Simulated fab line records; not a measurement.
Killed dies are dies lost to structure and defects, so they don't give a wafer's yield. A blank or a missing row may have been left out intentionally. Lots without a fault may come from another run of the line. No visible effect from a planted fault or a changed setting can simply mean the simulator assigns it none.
Check for tools in common | flow rit-cmos | 14 lots, 42 wafers sampled

## WHY THIS WAS OPENED
2 of 14 lots carry a flag on the reading NLDD_TW at RIT_NLDD_TW_MEAS_10. Fault-free wafers read 2500, with a standard deviation of 19.
Rule: flag the lot when none of its wafers has a number, or when each of its wafers that has one lies beyond 4 standard deviations from that mean. The rest of the lots are taken to be sound.

lot  | measured    | on            | NLDD_TW, wafer by wafer | flag
L725 | day 2 18:02 | film-metro-01 | 2487 2479 2474          |
L727 | day 3 04:34 | film-metro-03 | 2509 2504 2482          |
L728 | day 3 09:06 | film-metro-04 | 2523 2535 2518          |
L729 | day 3 13:02 | film-metro-01 | 2473 2472 2463          |
L730 | day 3 19:31 | film-metro-04 | 2517 2525 2534          |
L731 | day 3 23:26 | film-metro-03 | 2517 2507 2494          |
L733 | day 4 10:43 | film-metro-01 | 2484 2475 2495          |
L734 | day 4 14:35 | film-metro-01 | 2460 2464 2469          |
L735 | day 4 20:09 | film-metro-03 | 2509 2524 2517          |
L740 | day 6 00:38 | film-metro-01 | 2489 2485 2487          |
L743 | day 6 11:22 | film-metro-01 | 1917 1913 1912          | FLAGGED
L744 | day 6 17:54 | film-metro-04 | 2507 2508 2488          |
L745 | day 7 02:26 | film-metro-04 | 1938 1945 1954          | FLAGGED
L747 | day 7 09:46 | film-metro-04 | 2529 2518 2506          |
The mean of the flagged lots' numbers is 1930, -570 from the usual (-30 standard deviations).

## LOT BY LOT: THE TOOL USED
The record keeps 1 process step preceding the reading, out of 202 steps on the route. In each cell: the tool, then ch and the chambers that the sampled wafers went through, then the start.
lot  | flag    | RIT_NLDD_IMPLANT_08
L725 |         | implanter-02 ch 0, day 2 17:44
L727 |         | implanter-04 ch 0, day 3 04:16
L728 |         | implanter-01 ch 0, day 3 08:46
L729 |         | implanter-02 ch 0, day 3 12:42
L730 |         | implanter-02 ch 0, day 3 19:11
L731 |         | implanter-04 ch 0, day 3 23:07
L733 |         | implanter-02 ch 0, day 4 10:25
L734 |         | implanter-02 ch 0, day 4 14:18
L735 |         | implanter-02 ch 0, day 4 19:50
L740 |         | implanter-01 ch 0, day 6 00:19
L743 | FLAGGED | implanter-02 ch 0, day 6 11:02
L744 |         | implanter-01 ch 0, day 6 17:37
L745 | FLAGGED | implanter-02 ch 0, day 7 02:10
L747 |         | implanter-04 ch 0, day 7 09:26
What the steps here do:
- RIT_NLDD_IMPLANT_08
- RIT_NLDD_TW_MEAS_10

## FLAGGED AGAINST TOTAL, ONE TOOL AT A TIME (gauges that did the reading follow at the end)
step                | tool          | lots run | flagged | share of the flagged lots | sound lots run after its first flagged lot
RIT_NLDD_IMPLANT_08 | implanter-01  | 3        | 0       | none                      | -
RIT_NLDD_IMPLANT_08 | implanter-02  | 8        | 2       | all                       | 0
RIT_NLDD_IMPLANT_08 | implanter-04  | 3        | 0       | none                      | -
RIT_NLDD_TW_MEAS_10 | film-metro-01 | 6        | 1       | some                      | 0
RIT_NLDD_TW_MEAS_10 | film-metro-03 | 3        | 0       | none                      | -
RIT_NLDD_TW_MEAS_10 | film-metro-04 | 5        | 1       | some                      | 1 (L747)

## WHAT THE TABLE ALLOWS
In the table, 1 row covers all flagged lots: implanter-02 at RIT_NLDD_IMPLANT_08.
- implanter-02 at RIT_NLDD_IMPLANT_08: 2 of its 8 lots flagged. A fault beginning between L735 (day 4 19:50), its last sound lot, and L743 (day 6 11:02), its first flagged one, fits the data. Its own readings lie more than 4 standard deviations out on every wafer of the flagged lots: dose-ions-cm2, faraday-current-uA.
What remains is a single tool, implanter-02 at RIT_NLDD_IMPLANT_08.

## WHAT THE SIMULATOR HAD PUT IN
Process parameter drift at RIT_NLDD_IMPLANT_08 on implanter-02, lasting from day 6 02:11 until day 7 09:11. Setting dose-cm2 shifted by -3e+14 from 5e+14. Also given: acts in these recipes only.
Struck lots among those shown: L743, L745. The same result came from the rule above.
